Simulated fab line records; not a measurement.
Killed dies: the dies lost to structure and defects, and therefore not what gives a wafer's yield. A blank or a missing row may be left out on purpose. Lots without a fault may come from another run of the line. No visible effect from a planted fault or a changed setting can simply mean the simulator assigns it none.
Split-lot experiment + flow rit cmos + route with 202 steps; 5 lots, 23 wafers read

## THE SPLIT ITSELF
At RIT_SILICIDE_SPUTTER_01 (material Ti, target thk 30 nm, time 240 s), the setting time s was moved away from the recipe's 240 s on 6 of the 23 wafers read, by -9.7% to +12.8%. For the rest of the wafers, this setting stayed at what the recipe calls for.

## FROM THE SPLIT ON TO THE READING: in between, the file shows 1 step
- RIT_SILICIDE_RS_MEAS_02: measures by four-point-probe

## THE READING
SILICIDE_TI_THK, in nm, at RIT_SILICIDE_THK_MEAS_03 (measures by xrf). On this fab line, fault-free wafers typically give 29.99 nm with a standard deviation of 0.21 nm.

| wafer  | tool, chamber at the split | time s as run, s | against the recipe | SILICIDE_TI_THK, nm | against lot-mates on the recipe |
|--------|----------------------------|------------------|--------------------|---------------------|---------------------------------|
| L075.2 | pvd sputter-04, -          | 240              | recipe             | 29.79               | -                               |
| L075.3 | pvd sputter-04, -          | 259.6            | +8.2%              | 32.69               | +2.82                           |
| L075.4 | pvd sputter-04, -          | 259.6            | +8.2%              | 32.50               | +2.63                           |
| L075.5 | pvd sputter-04, -          | 240              | recipe             | 29.62               | -                               |
| L075.6 | pvd sputter-04, -          | 240              | recipe             | 30.19               | -                               |
| L076.2 | pvd sputter-03, -          | 240              | recipe             | 29.67               | -                               |
| L076.4 | pvd sputter-03, -          | 240              | recipe             | 29.67               | -                               |
| L076.5 | pvd sputter-03, -          | 240              | recipe             | 29.55               | -                               |
| L078.2 | pvd sputter-03, -          | 240              | recipe             | 29.94               | -                               |
| L078.3 | pvd sputter-03, -          | 270.6            | +12.8%             | 33.76               | +3.80                           |
| L078.4 | pvd sputter-03, -          | 270.6            | +12.8%             | 33.86               | +3.90                           |
| L078.5 | pvd sputter-03, -          | 240              | recipe             | 30.17               | -                               |
| L078.6 | pvd sputter-03, -          | 240              | recipe             | 29.78               | -                               |
| L084.2 | pvd sputter-03, -          | 240              | recipe             | 29.92               | -                               |
| L084.3 | pvd sputter-03, -          | 240              | recipe             | 30.32               | -                               |
| L084.4 | pvd sputter-03, -          | 240              | recipe             | 30.02               | -                               |
| L084.5 | pvd sputter-03, -          | 240              | recipe             | 30.08               | -                               |
| L084.6 | pvd sputter-03, -          | 240              | recipe             | 29.89               | -                               |
| L083.1 | pvd sputter-02, -          | 216.7            | -9.7%              | 27.04               | -2.93                           |
| L083.2 | pvd sputter-02, -          | 240              | recipe             | 29.88               | -                               |
| L083.3 | pvd sputter-02, -          | 240              | recipe             | 30.21               | -                               |
| L083.4 | pvd sputter-02, -          | 240              | recipe             | 29.81               | -                               |
| L083.5 | pvd sputter-02, -          | 216.7            | -9.7%              | 27.17               | -2.80                           |

FIT RESULTS
A straight line over all 23 wafers: SILICIDE_TI_THK changes by +0.304 nm for each +1% of time s; r = +0.99; the points scatter about the line by 0.21 nm.
The same after taking each lot's own level away (the mean of its wafers on the recipe; 23 wafers): +0.305 nm for each +1%; r = +0.99; scatter 0.17 nm.
That fit puts the effect of the largest move of time s on the reading at 3.9 nm.
Across the lots, their own levels run from 29.630 to 30.046 nm, a range of 2.0 times the standard deviation given above.
Hence the lot-to-lot level has little effect on the slope; both slopes agree.
Check: with one of the wafers moved furthest among these (+12.8%) left out of the fit, the line predicts +3.96 nm for it against its lot-mates. Against them it came out at +3.8 nm.

## THE WHOLE CHAIN: every reading that the file lists as answering this split, in the file's order
| step                     | what it does                              | reading                                                                           | change (the file's fit)              | r (the file's) |
|--------------------------|-------------------------------------------|-----------------------------------------------------------------------------------|--------------------------------------|----------------|
| RIT_SILICIDE_SPUTTER_01  | material Ti, target thk 30 nm, time 240 s | Ti_of_SILICIDE_SPUTTER_01.thk nm (the simulator's own value, which no gauge read) | +0.31 nm for each +1% of the setting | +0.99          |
| RIT_SILICIDE_RS_MEAS_02  | measures by four-point-probe              | SILICIDE_TI_RS                                                                    | -0.594 for each +1% of the setting   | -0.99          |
| RIT_SILICIDE_THK_MEAS_03 | measures by xrf                           | SILICIDE_TI_THK                                                                   | +0.307 for each +1% of the setting   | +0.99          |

## FILE'S OWN FIT
SILICIDE_TI_THK changes by +0.307 nm for each +1% of time s, r = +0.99.
